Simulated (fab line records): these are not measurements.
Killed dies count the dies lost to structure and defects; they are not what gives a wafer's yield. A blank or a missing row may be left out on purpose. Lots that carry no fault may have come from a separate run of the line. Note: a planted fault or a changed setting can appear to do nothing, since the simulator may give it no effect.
Split-lot study	flow berkeleyCmos170	route with 331 steps; 5 lots, 23 wafers read

## ABOUT THE SPLIT
At UCB170_M2_METAL_ETCH_18 (etches Al in Cl2/BCl3, stops on SiO2, target depth 1170 nm, time 195 s), the setting icpW was moved away from the recipe's 600 W on 6 of the 23 wafers read, by -4.9% to +9.9%. All remaining wafers had this setting at the recipe value.

Between the split and the reading, the file records no step.

## THE READING
oesProductAu, in a.u., at UCB170_M2_STRIP_19 (strips in O2). On this fab line, fault-free wafers typically give 0.543 a.u. with a standard deviation of 0.012 a.u.

wafer	tool, chamber at the split	icpW as run, W	against the recipe	oesProductAu, a.u.	against lot-mates on the recipe
L074.1	rieMetal-01, 1	600	recipe	0.549	-
L074.5	rieMetal-01, 1	600	recipe	0.552	-
L074.6	rieMetal-01, 0	600	recipe	0.550	-
L075.1	rieMetal-04, 0	600	recipe	0.542	-
L075.2	rieMetal-04, 1	659.2	+9.9%	0.488	-0.050
L075.4	rieMetal-04, 0	600	recipe	0.533	-
L075.5	rieMetal-04, 0,1	659.2	+9.9%	0.473	-0.065
L075.6	rieMetal-04, 0,1	659.2	+9.9%	0.475	-0.063
L078.1	rieMetal-03, 0	600	recipe	0.548	-
L078.2	rieMetal-03, 1	600	recipe	0.538	-
L078.3	rieMetal-03, 1	600	recipe	0.535	-
L078.4	rieMetal-03, 0	600	recipe	0.541	-
L078.6	rieMetal-03, 0	600	recipe	0.544	-
L080.1	rieMetal-04, 1	600	recipe	0.536	-
L080.2	rieMetal-04, 0	600	recipe	0.528	-
L080.3	rieMetal-04, 1	570.4	-4.9%	0.573	+0.041
L080.5	rieMetal-04, 0	570.4	-4.9%	0.551	+0.019
L080.6	rieMetal-04, 1	570.4	-4.9%	0.569	+0.037
L085.1	rieMetal-03, 1	600	recipe	0.530	-
L085.3	rieMetal-03, 0	600	recipe	0.537	-
L085.4	rieMetal-03, 1	600	recipe	0.517	-
L085.5	rieMetal-03, 0	600	recipe	0.539	-
L085.6	rieMetal-03, 1	600	recipe	0.524	-
If several chambers appear in one row, that row covers several wafers at once and the file leaves open which wafer was in which chamber.

THE FIT
A straight line over all 23 wafers: oesProductAu changes by -0.00585 a.u. for each +1% of icpW; r = -0.93; the points scatter about the line by 0.0095 a.u.
The same after taking each lot's own level away (the mean of its wafers on the recipe; 23 wafers): -0.0061 a.u. for each +1%; r = -0.97; scatter 0.0067 a.u.
On that fit, the largest move of icpW shifts the reading by 0.06 a.u.
From 0.5294 to 0.5503 a.u.: that is the span of the lots' own levels, equal to 1.7 times the standard deviation above.
So the lot-to-lot level changes the slope little: the two slopes agree.
Check: with one of the wafers moved furthest among these (+9.9%) left out of the fit, the line predicts -0.0637 a.u. for it against its lot-mates. Against them it came out at -0.0495 a.u.

## OTHER SPLITS APPLIED TO THESE WAFERS
Before the reading, these wafers also passed through other splits. Each is held against what the fit with the lots' levels taken away leaves over:
other split on the same wafers	wafers away from the commonest value	r with oesProductAu (lot level and that fit taken away)
UCB170_CONTACT_CVD_01 o2FlowSccm	15	+0.00
UCB170_M1_SPUTTER_00 powerW	6	-0.41
UCB170_M1_ETCH_11 biasW	7	+0.10
UCB170_V1_ETCH_14 rfW	9	-0.41
UCB170_M2_COAT_05 spinRpm	9	-0.05

## THE WHOLE CHAIN: every reading that the file lists as answering this split, in the file's order
step	what it does	reading	change (the file's fit)	r (the file's)
UCB170_M2_METAL_ETCH_18	etches Al in Cl2/BCl3, stops on SiO2, target depth 1170 nm, time 195 s	KrF_of_M2_COAT_10.thkNm (the simulator's own value, which no gauge read)	-5.87 nm for each +1% of the setting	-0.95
UCB170_M2_STRIP_19	strips in O2	oesProductAu	-0.00607 a.u. for each +1% of the setting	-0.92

## FILE'S OWN FIT
oesProductAu changes by -0.00607 a.u. for each +1% of icpW, r = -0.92.
